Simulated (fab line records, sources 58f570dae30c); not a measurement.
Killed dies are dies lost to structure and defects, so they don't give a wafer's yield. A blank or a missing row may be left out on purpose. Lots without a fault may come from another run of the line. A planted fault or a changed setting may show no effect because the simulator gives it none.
Which tool did it? | flow berkeley_cmos170 | 7 lots, 21 wafers sampled, at 2 steps of a route of 331

WHAT THE GAUGES READ, wafer by wafer
UCB170_M2_CD_MEAS_15: target cd 700 nm.
lot  | measured     | on        | cd_nm (nm)
L828 | day 8 19:47  | cd_sem-02 | 700.3 700.1 698.5
L830 | day 8 20:31  | cd_sem-02 | 701.1 700.7 700.0
L832 | day 9 09:20  | cd_sem-01 | 698.9 700.0 699.7
L839 | day 10 18:29 | cd_sem-02 | 700.4 700.3 701.2
L843 | day 11 13:00 | cd_sem-02 | 703.7 702.2 704.2
L848 | day 12 05:08 | cd_sem-01 | 698.3 699.2 700.1
L847 | day 12 08:51 | cd_sem-02 | 697.1 698.2 698.3

WHICH TOOL RAN EACH LOT (tool, then ch and the chambers of the sampled wafers, then the start)
lot  | UCB170_M2_SPUTTER_01
L828 | pvd_sputter-01, day 8 16:13
L830 | pvd_sputter-04, day 8 17:10
L832 | pvd_sputter-01, day 9 06:56
L839 | pvd_sputter-04, day 10 16:08
L843 | pvd_sputter-03, day 11 09:13
L848 | pvd_sputter-04, day 12 02:19
L847 | pvd_sputter-01, day 12 06:49
- UCB170_M2_SPUTTER_01: material Al, target thk 900 nm, time 120 s.

THE ANSWER, worked out from the rows above alone
Rule: what is usual is taken from the lots themselves. Put in order of their means at a reading, lots are off if they are a third of the lots or fewer, leave a main group of 4 or more, and stand apart from it by a gap of 3 or more times the standard deviation of the main group's means; of several such gaps the widest counts. A main group whose means are all the same, to the digits that the tables above print for the reading, isn't used. A lot without any number at a reading at which 4 lots or more have one is off too. The other lots that the step has rows for count as sound.
No lot is off at any reading shown: from this, nothing can be told.

WHAT THE SIMULATOR HAD PUT IN
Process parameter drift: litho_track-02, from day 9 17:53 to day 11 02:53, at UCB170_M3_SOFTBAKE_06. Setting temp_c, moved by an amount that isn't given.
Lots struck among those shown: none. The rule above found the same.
